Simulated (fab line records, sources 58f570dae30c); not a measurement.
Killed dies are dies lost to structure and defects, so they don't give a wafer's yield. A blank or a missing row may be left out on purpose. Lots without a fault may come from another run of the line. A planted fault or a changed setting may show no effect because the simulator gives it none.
Which tool did it? | flow berkeley_cmos170 | 16 lots, 46 wafers sampled, at 4 steps of a route of 331

WHAT THE GAUGES READ, wafer by wafer
UCB170_V1_OVL_MEAS_13. Usual: V1_OVL -4 nm, standard deviation 4.7.
lot  | measured     | on         | V1_OVL (nm) | flag
L493 | day 9 10:31  | overlay-02 | 0 0 -3      |
L495 | day 9 11:52  | overlay-01 | -6 5 -8     |
L496 | day 9 08:55  | overlay-01 | -3 1 -1     |
L497 | day 9 13:18  | overlay-01 | -11 -3 -5   |
L499 | day 9 18:25  | overlay-02 | -1 -1 2     |
L500 | day 10 03:11 | overlay-02 | 4 -5 -7     |
L503 | day 10 22:28 | overlay-02 | -10 -10 -13 |
L507 | day 11 22:36 | overlay-02 | 0 -6 -2     |
L508 | day 12 17:26 | overlay-02 | 1 3         |
L509 | day 12 17:31 | overlay-01 | -6 -8 -13   |
L511 | day 12 17:46 | overlay-01 | -5 0        |
L510 | day 12 17:38 | overlay-02 | -8 2 -11    |
L512 | day 13 23:32 | overlay-02 | 1 1 2       |
L513 | day 13 23:50 | overlay-02 | -5 -1 -1    |
L514 | day 14 17:23 | overlay-02 | -1 2 -8     |
L515 | day 14 17:40 | overlay-02 | -8 -4 -9    |

UCB170_M2_OVL_MEAS_16. Usual: M2_OVL 4 nm, standard deviation 5.1.
lot  | measured     | on         | M2_OVL (nm) | flag
L493 | day 9 13:06  | overlay-02 | 10 2 7      |
L495 | day 9 14:29  | overlay-01 | 1 2 5       |
L496 | day 9 11:29  | overlay-02 | 0 3 -1      |
L497 | day 9 16:27  | overlay-02 | 2 8 10      |
L499 | day 9 22:26  | overlay-01 | -1 0 0      |
L500 | day 10 06:18 | overlay-01 | -2 -4 -1    |
L503 | day 11 03:23 | overlay-01 | 0 5 10      |
L507 | day 12 02:53 | overlay-01 | 3 -1 -1     |
L508 | day 12 22:37 | overlay-01 | 2 0         |
L509 | day 12 22:51 | overlay-01 | 1 -6 1      |
L511 | day 12 23:13 | overlay-01 | 2 11        |
L510 | day 12 23:05 | overlay-02 | 8 7 2       |
L512 | day 14 03:44 | overlay-01 | 11 5 9      |
L513 | day 14 03:52 | overlay-01 | -2 1 7      |
L514 | day 14 20:11 | overlay-02 | 6 2 6       |
L515 | day 14 20:21 | overlay-02 | 3 6 8       |

UCB170_M3_RS_MEAS_02: measures by four-point-probe. Usual: M3_AL_RS 0.0323 ohm/sq, standard deviation 0.0005.
lot  | measured     | on            | M3_AL_RS (ohm/sq)    | flag
L493 | day 9 16:32  | film_metro-02 | 0.0321 0.0331 0.0328 |
L495 | day 9 18:05  | film_metro-02 | 0.0322 0.0320 0.0317 |
L496 | day 9 14:31  | film_metro-02 | 0.0321 0.0322 0.0316 |
L497 | day 9 20:43  | film_metro-02 | 0.0321 0.0319 0.0320 |
L499 | day 10 01:21 | film_metro-03 | 0.0319 0.0319 0.0318 |
L500 | day 10 11:26 | film_metro-02 | 0.0325 0.0325 0.0330 |
L503 | day 11 08:25 | film_metro-02 | 0.0315 0.0323 0.0320 |
L507 | day 12 06:01 | film_metro-02 | 0.0314 0.0322 0.0320 |
L508 | day 13 01:43 | film_metro-02 | 0.0332 0.0323        |
L509 | day 13 01:56 | film_metro-04 | 0.0336 0.0324 0.0330 |
L511 | day 13 02:29 | film_metro-04 | 0.0319 0.0330        |
L510 | day 13 02:12 | film_metro-02 | 0.0328 0.0321 0.0322 |
L512 | day 14 07:02 | film_metro-04 | 0.0323 0.0326 0.0325 |
L513 | day 14 07:31 | film_metro-03 | 0.0321 0.0317 0.0320 |
L514 | day 14 23:28 | film_metro-04 | 0.0318 0.0313 0.0324 |
L515 | day 14 23:44 | film_metro-02 | 0.0322 0.0324 0.0327 |

WHICH TOOL RAN EACH LOT (tool, then ch and the chambers of the sampled wafers, then the start)
lot  | UCB170_NSD_CLEAN_11
L493 | wet_bench-03 ch 2, day 8 21:12
L495 | wet_bench-03 ch 3, day 8 21:12
L496 | wet_bench-03 ch 0, day 8 21:12
L497 | wet_bench-03 ch 3, day 9 00:48
L499 | wet_bench-03 ch 0, day 9 01:25
L500 | wet_bench-01 ch 0, day 9 09:43
L503 | wet_bench-01 ch 1, day 10 07:16
L507 | wet_bench-01 ch 2, day 11 04:50
L508 | wet_bench-03 ch 2, day 11 22:23
L509 | wet_bench-03 ch 0, day 11 22:23
L511 | wet_bench-03 ch 1, day 11 22:40
L510 | wet_bench-03 ch 1, day 11 22:50
L512 | wet_bench-01 ch 2, day 13 06:36
L513 | wet_bench-01 ch 3, day 13 06:36
L514 | wet_bench-01 ch 1, day 14 01:59
L515 | wet_bench-01 ch 3, day 14 01:59
- UCB170_NSD_CLEAN_11: cleans in SPM, time 600 s.

WHAT THE TOOLS THEMSELVES READ (means of the sampled wafers that have a number; where no wafer has one, the mark that the record gives instead)
The record holds no such reading with a usual standard deviation.

THE ANSWER, worked out from the rows above alone
Rule: a lot is off if the mean of its wafers that have a number lies more than 3 standard deviations from the usual mean. A lot without any number at a reading at which 4 lots or more have one is off too. The other lots that the step has rows for count as sound. The gauges are gone through in route order, then the tools' own readings, and for those a lot's mean is taken as printed above. The first step at which some lot is off is used, and at that step the reading that is off furthest; a lot without a number counts as furthest.
No lot is off at any reading shown: from this, nothing can be told.

WHAT THE SIMULATOR HAD PUT IN
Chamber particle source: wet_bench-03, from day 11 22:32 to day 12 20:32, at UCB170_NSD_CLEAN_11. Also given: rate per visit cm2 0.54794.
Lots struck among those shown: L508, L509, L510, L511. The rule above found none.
